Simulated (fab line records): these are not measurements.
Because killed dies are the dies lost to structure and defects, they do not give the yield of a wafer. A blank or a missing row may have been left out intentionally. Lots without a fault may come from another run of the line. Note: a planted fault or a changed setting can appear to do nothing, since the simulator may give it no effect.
Struck lot and sound lot, side by side ; flow rit-cmos ; 35 out of 202 route steps
Sound: wafers L334.1, L334.3, L334.6. The struck wafers were L340.1, L340.2, L340.5. Last of all comes the cause.
Order at every step that has rows: each side's tool, ch and its chambers, its first start. Under that, the readings that differ: sound wafers ; struck wafers ; difference of the means ; sigmas: that difference in standard deviations of wafers without a fault.
alike: a reading whose means differ by less than 2 such deviations, as well as words and numbers matching on both sides. not compared: withheld readings; readings where some wafer has no value; bounds like >300 that might hide an equal value; numbers whose values overlap and for which the record gives no deviation.
Wherever a step has rows on one side only, a row that says differs or no value, or a row with sigmas, the two part there. When numbers do not overlap yet have no deviation, they are printed without sigmas and do not part them. A reading that every wafer of one side lacks parts them only if that side has two wafers or more.

first, 4 steps without rows for these wafers: RIT_ACTIVE_CLEAN_15 (cleans in SC1, time 600 s); RIT_ACTIVE_CLEAN_16 (cleans in dHF, time 30 s); RIT_ACTIVE_CLEAN_17 (cleans in SC2, time 600 s); RIT_FOX1_OXIDATION_00 (target thk 350.7 nm, ox time 1130 s).
RIT_FOX1_THK_MEAS_01:
  sound on film-metro-02 at day 2 17:52; struck on film-metro-01 at day 4 00:20
  alike: FOX1_OXIDE_THK
then, 2 steps without rows for these wafers: RIT_FOX1_WET_ETCH_02 (etches SiO2 in BOE, target depth 350 nm, time 390 s); RIT_FOX2_OXIDATION_00 (target thk 350.7 nm, ox time 1130 s).
RIT_FOX2_THK_MEAS_01:
  sound on film-metro-04 at day 2 22:04; struck on film-metro-02 at day 4 05:47
  alike: FOX2_OXIDE_THK
then, 2 steps without rows for these wafers: RIT_FOX2_CLEAN_02 (cleans in dHF, time 180 s); RIT_FOX2_WET_ETCH_03 (etches Si3N4 in H3PO4, target depth 195 nm, time 2700 s).
RIT_FOX2_THK_MEAS_90:
  sound on film-metro-04 at day 2 22:56; struck on film-metro-04 at day 4 06:40
  alike: FIELD_OXIDE_LEFT_1_THK
then, 1 step without rows for these wafers: RIT_NWELL_HMDS_00 (prime time 60 s).
RIT_NWELL_COAT_01: resist thk 1300 nm.
  sound on litho-track-02 ch 0, day 2 23:09; struck on litho-track-02 ch 0, day 4 06:52
reading;sound;struck;difference;sigmas
model.NOVOLAK_of_NWELL_COAT_01.thk-nm (nm);1299 1299 1297;261.9 260.6 261.1;-1037.1;
then, 4 steps without rows for these wafers: RIT_NWELL_SOFTBAKE_02 (time 60 s); RIT_NWELL_EXPOSE_03 (exposes mask M2, target cd 43900 nm); RIT_NWELL_PEB_04; RIT_NWELL_DEVELOP_05 (develop time 68 s).
RIT_NWELL_OVL_MEAS_06:
  sound on overlay-02 at day 3 00:00; struck on overlay-01 at day 4 07:43
  alike: NWELL_OVL
RIT_NWELL_HARDBAKE_07: time 120 s.
  sound on litho-track-01 ch 0, day 3 00:02; struck on litho-track-03 ch 0, day 4 07:46
reading;sound;struck;difference;sigmas
model.NOVOLAK_of_NWELL_COAT_01.thk-nm (nm);1136 1136 1135;235.9 234.8 235.2;-900.4;
following that, these wafers have no rows for 1 step: RIT_NWELL_IMPLANT_08.
RIT_NWELL_STRIP_09: strips in O2, time 180 s.
  sound on plasma-asher-03 ch 0,1, day 3 00:26; struck on plasma-asher-04 ch 0,1, day 4 08:10
  alike: drypump-motor-current-A
  not compared: rf-hours-counter-h
RIT_NWELL_TW_MEAS_10:
  sound on film-metro-04 at day 3 00:37; struck on film-metro-03 at day 4 08:20
  alike: NWELL_TW
then, 6 steps without rows for these wafers: RIT_PWELL_HMDS_00 (prime time 60 s); RIT_PWELL_COAT_01 (resist thk 1300 nm); RIT_PWELL_SOFTBAKE_02 (time 60 s); RIT_PWELL_EXPOSE_03 (exposes mask M3, target cd 43700 nm); RIT_PWELL_PEB_04; RIT_PWELL_DEVELOP_05 (develop time 68 s).
RIT_PWELL_OVL_MEAS_06:
  sound on overlay-01 at day 3 01:41; struck on overlay-01 at day 4 09:24
reading;sound;struck;difference;sigmas
PWELL_OVL (nm);-2.3 -2.9 -1.0;1.1 0.1 2.6;+3.3;+2
then, 2 steps without rows for these wafers: RIT_PWELL_HARDBAKE_07 (time 120 s); RIT_PWELL_IMPLANT_08.
RIT_PWELL_STRIP_09: strips in O2, time 180 s.
  sound on plasma-asher-02 ch 0,1, day 3 02:07; struck on plasma-asher-03 ch 0,1, day 4 09:50
  alike: drypump-motor-current-A
  not compared: rf-hours-counter-h
RIT_PWELL_TW_MEAS_10:
  sound on film-metro-03 at day 3 02:17; struck on film-metro-04 at day 4 10:01
reading;sound;struck;difference;sigmas
PWELL_TW;948 948 945;2020 2019 2020;+1073;+99 or more
then, 1 step without rows for these wafers: RIT_WELLDRIVE_ANNEAL_00 (time 14700 s).
RIT_M1_PROBE_99:
  sound on prober-01 at day 4 20:54; struck on prober-01 at day 5 22:02
reading;sound;struck;difference;sigmas
model.etest.pwell-pinched.rs-ohm-sq;448 450.5 457.6;713.1 711.4 716.7;+261.7;
model.etest.nmos_0p3.r-on-ohm-um;2175 2179 2226;2052 2018 2034;-159;
model.etest.nmos-turned.drive-ua-um;317.9 314.4 301.1;366 368.9 367.6;+56;
model.etest.nmos_0p15.r-on-ohm-um;1146 1148 1157;1097 1092 1088;-58;
model.etest.nmos_0p15.drive-ua-um;462.2 459.6 455;510 509.7 512;+52;
model.etest.nmos_0p3.drive-ua-um;223.3 222.5 218.2;251.7 256.2 256.8;+33.6;
model.etest.nmos-narrow.drive-ua-um;225.9 224.3 221.7;236.4 242.3 243.4;+16.7;
model.etest.well-edge-left.line-ohm-um;181.2 184 183.5;165 167.4 165.9;-17;
  alike: killed-at-contacts, killed-at-front-end, killed-dies, killed-on-rim, killed-open, killed-short

WHERE THEY PART
Last at RIT_PWELL_TW_MEAS_10 as far as this record goes, first at RIT_PWELL_OVL_MEAS_06. Later steps at which nothing parts them and some readings are alike: RIT_M1_PROBE_99.

WHY: what had been put in by the simulator
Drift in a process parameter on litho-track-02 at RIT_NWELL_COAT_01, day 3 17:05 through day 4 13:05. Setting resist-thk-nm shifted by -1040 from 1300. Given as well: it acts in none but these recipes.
